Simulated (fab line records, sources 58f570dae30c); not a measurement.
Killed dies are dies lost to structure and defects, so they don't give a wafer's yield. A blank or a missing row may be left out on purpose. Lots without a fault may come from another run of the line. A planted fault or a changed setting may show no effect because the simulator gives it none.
Tool commonality check | flow berkeley_cmos170 | 15 lots, 45 wafers sampled

WHY IT WAS OPENED
At UCB170_PLDD_CD_MEAS_06 the reading cd_nm is flagged on 3 of 15 lots. Wafers without a fault read 1200.1 nm, standard deviation 1.1.
Rule: a lot is flagged when every wafer of it that has a number lies more than 4 standard deviations from that mean, or none has a number. The other lots count as sound.

lot  | measured     | on        | cd_nm (nm), wafer by wafer | flag
L530 | day 6 18:22  | cd_sem-01 | 1201.5 1202.2 1201.5       |
L533 | day 8 12:11  | cd_sem-02 | 1200.3 1199.3 1198.8       |
L532 | day 8 12:26  | cd_sem-01 | 1198.9 1198.7 1198.9       |
L535 | day 8 12:53  | cd_sem-01 | 1200.3 1200.7 1201.3       |
L538 | day 8 21:05  | cd_sem-01 | 1199.5 1199.9 1200.3       |
L536 | day 8 21:32  | cd_sem-02 | 1198.8 1199.0 1199.9       |
L540 | day 9 04:53  | cd_sem-01 | 1199.7 1199.7 1200.6       |
L539 | day 9 05:52  | cd_sem-01 | 1199.0 1199.9 1200.7       |
L541 | day 9 13:19  | cd_sem-02 | 1201.2 1202.9 1201.8       |
L544 | day 10 07:05 | cd_sem-02 | 1199.4 1198.8 1199.9       |
L546 | day 10 19:42 | cd_sem-02 | 1207.3 1208.4 1206.8       | FLAGGED
L547 | day 10 19:57 | cd_sem-02 | 1205.9 1206.3 1207.5       | FLAGGED
L545 | day 10 20:03 | cd_sem-02 | 1197.3 1198.9 1198.8       |
L548 | day 11 11:23 | cd_sem-02 | 1207.3 1207.5 1206.8       | FLAGGED
L549 | day 11 11:34 | cd_sem-01 | 1199.9 1199.2 1200.8       |
The numbers of the flagged lots are 1207.1 nm on average: +7.0 nm against the usual, or +6 standard deviations.

WHICH TOOL RAN EACH LOT
The record holds 1 process step before the reading, out of a route of 331 steps. In each cell: the tool, then ch and the chambers that the sampled wafers went through, then the start.
lot  | flag    | UCB170_PLDD_PEB_04
L530 |         | litho_track-03 ch 0, day 6 18:05
L533 |         | litho_track-01 ch 0, day 8 11:55
L532 |         | litho_track-01 ch 0, day 8 12:10
L535 |         | litho_track-02 ch 0, day 8 12:37
L538 |         | litho_track-03 ch 0, day 8 20:50
L536 |         | litho_track-03 ch 0, day 8 21:16
L540 |         | litho_track-03 ch 0, day 9 04:37
L539 |         | litho_track-01 ch 0, day 9 05:36
L541 |         | litho_track-02 ch 0, day 9 13:03
L544 |         | litho_track-01 ch 0, day 10 06:49
L546 | FLAGGED | litho_track-02 ch 0, day 10 19:00
L547 | FLAGGED | litho_track-02 ch 0, day 10 19:41
L545 |         | litho_track-03 ch 0, day 10 19:46
L548 | FLAGGED | litho_track-02 ch 0, day 11 11:07
L549 |         | litho_track-03 ch 0, day 11 11:17
What these steps do:
- UCB170_PLDD_PEB_04
- UCB170_PLDD_CD_MEAS_06: target cd 1200 nm.

FLAGGED OVER TOTAL, TOOL BY TOOL (the gauges that took the reading come last)
step                   | tool           | lots run | flagged | share of the flagged lots | sound lots run after its first flagged lot
UCB170_PLDD_PEB_04     | litho_track-01 | 4        | 0       | none                      | -
UCB170_PLDD_PEB_04     | litho_track-02 | 5        | 3       | all                       | 0
UCB170_PLDD_PEB_04     | litho_track-03 | 6        | 0       | none                      | -
UCB170_PLDD_CD_MEAS_06 | cd_sem-01      | 7        | 0       | none                      | -
UCB170_PLDD_CD_MEAS_06 | cd_sem-02      | 8        | 3       | all                       | 1 (L545)

WHAT THE TABLE ALLOWS
2 rows of the table ran every flagged lot: litho_track-02 at UCB170_PLDD_PEB_04, cd_sem-02 at UCB170_PLDD_CD_MEAS_06.
- litho_track-02 at UCB170_PLDD_PEB_04: 3 of its 5 lots flagged. Its last sound lot is L541 (day 9 13:03), its first flagged lot L546 (day 10 19:00): a fault that began between those two fits.
- cd_sem-02 at UCB170_PLDD_CD_MEAS_06: 3 of its 8 lots flagged. Sound lots ran on it after the first flagged one (L545), which a lasting fault on the whole tool wouldn't allow.
One tool is left: litho_track-02 at UCB170_PLDD_PEB_04.

WHAT THE SIMULATOR HAD PUT IN
Process parameter drift: litho_track-02, from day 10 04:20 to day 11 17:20, at UCB170_PLDD_PEB_04. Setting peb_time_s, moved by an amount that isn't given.
Lots struck among those shown: L546, L547, L548. The rule above found the same.
